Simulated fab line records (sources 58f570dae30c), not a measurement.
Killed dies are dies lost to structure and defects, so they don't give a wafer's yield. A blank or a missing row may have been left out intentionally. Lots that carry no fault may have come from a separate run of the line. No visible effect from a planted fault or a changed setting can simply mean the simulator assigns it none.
Check of tool commonality | flow berkeleyCmos170 | Sampled: 15 lots, 45 wafers

## WHY IT WAS OPENED
At UCB170_V2_CD_MEAS_12 the reading cdNm is flagged on 3 of 15 lots. Wafers without a fault read 700.1 nm, standard deviation 1.5.
Rule: a lot is flagged when every wafer of it that has a number lies more than 4 standard deviations from that mean, or none has a number. The other lots count as sound.

lot  | measured     | on       | cdNm (nm), wafer by wafer | flag
L910 | day 7 23:34  | cdSem-02 | 700.4 700.9 700.7         | 
L909 | day 7 23:41  | cdSem-02 | 700.7 700.3 700.8         | 
L912 | day 8 06:23  | cdSem-02 | 701.4 699.6 700.5         | 
L911 | day 8 06:35  | cdSem-01 | 700.2 701.5 700.7         | 
L915 | day 9 08:46  | cdSem-02 | 701.0 703.5 702.8         | 
L914 | day 9 10:02  | cdSem-02 | 698.5 698.7 698.7         | 
L913 | day 9 10:22  | cdSem-02 | 699.4 699.8 699.1         | 
L918 | day 9 10:29  | cdSem-02 | 701.8 701.4 700.3         | 
L919 | day 9 21:23  | cdSem-01 | 717.0 714.0 715.0         | FLAGGED
L920 | day 9 21:40  | cdSem-02 | 700.9 700.2 700.8         | 
L921 | day 10 18:15 | cdSem-01 | 712.4 713.1 712.1         | FLAGGED
L922 | day 10 18:32 | cdSem-02 | 698.2 698.7 698.9         | 
L929 | day 11 16:29 | cdSem-01 | 699.6 699.9 700.2         | 
L927 | day 11 19:01 | cdSem-01 | 709.7 709.6 710.2         | FLAGGED
L930 | day 12 06:47 | cdSem-01 | 701.2 699.3 701.6         | 
The mean of the flagged lots' numbers is 712.6 nm, +12.5 nm from the usual (+8 standard deviations).

## EACH LOT AND THE TOOL IT RAN ON
The record keeps 1 process step preceding the reading, out of 331 steps on the route. Each cell gives the tool, then ch followed by the chambers the sampled wafers passed through, then the start.
lot  | flag    | UCB170_V2_EXPOSE_09
L910 |         | krfScanner-02 ch 0, day 7 22:49
L909 |         | krfScanner-01 ch 0, day 7 23:07
L912 |         | krfScanner-01 ch 0, day 8 06:00
L911 |         | krfScanner-02 ch 0, day 8 06:12
L915 |         | krfScanner-01 ch 0, day 9 07:59
L914 |         | krfScanner-02 ch 0, day 9 08:59
L913 |         | krfScanner-01 ch 0, day 9 09:25
L918 |         | krfScanner-01 ch 0, day 9 09:38
L919 | FLAGGED | krfScanner-01 ch 0, day 9 21:00
L920 |         | krfScanner-02 ch 0, day 9 21:17
L921 | FLAGGED | krfScanner-01 ch 0, day 10 17:52
L922 |         | krfScanner-02 ch 0, day 10 18:08
L929 |         | krfScanner-02 ch 0, day 11 15:33
L927 | FLAGGED | krfScanner-01 ch 0, day 11 18:36
L930 |         | krfScanner-02 ch 0, day 12 06:11
These steps, and what they do:
- UCB170_V2_EXPOSE_09: exposes mask VIA2, target cd 700 nm.
- UCB170_V2_CD_MEAS_12: target cd 700 nm.

## FLAGGED OVER TOTAL, TOOL BY TOOL (the gauges that took the reading come last)
step                 | tool          | lots run | flagged | share of the flagged lots | sound lots run after its first flagged lot
UCB170_V2_EXPOSE_09  | krfScanner-01 | 8        | 3       | all                       | 0
UCB170_V2_EXPOSE_09  | krfScanner-02 | 7        | 0       | none                      | -
UCB170_V2_CD_MEAS_12 | cdSem-01      | 6        | 3       | all                       | 2 (L929,L930)
UCB170_V2_CD_MEAS_12 | cdSem-02      | 9        | 0       | none                      | -

## WHAT THE TABLE ALLOWS
krfScanner-01 at UCB170_V2_EXPOSE_09 and cdSem-01 at UCB170_V2_CD_MEAS_12 are the 2 rows of the table that ran each flagged lot.
- krfScanner-01 at UCB170_V2_EXPOSE_09: 3 of its 8 lots flagged. It ran its last sound lot, L918, at day 9 09:38 and its first flagged lot, L919, at day 9 21:00: a fault with its onset between the two fits. Its own readings (exposureDoseMJCm2) fall more than 4 standard deviations out on all wafers of the flagged lots.
- cdSem-01 at UCB170_V2_CD_MEAS_12: 3 of its 6 lots flagged. Sound lots ran on it after the first flagged one (L929, L930), which a lasting fault on the whole tool wouldn't allow.
Just one tool remains: krfScanner-01 at UCB170_V2_EXPOSE_09.

## WHAT THE SIMULATOR PUT IN
Process parameters drifting: krfScanner-01 at UCB170_V2_EXPOSE_09, beginning at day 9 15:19. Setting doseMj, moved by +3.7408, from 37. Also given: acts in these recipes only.
Shown lots that were struck: L919, L921, L927. The rule above found the same.
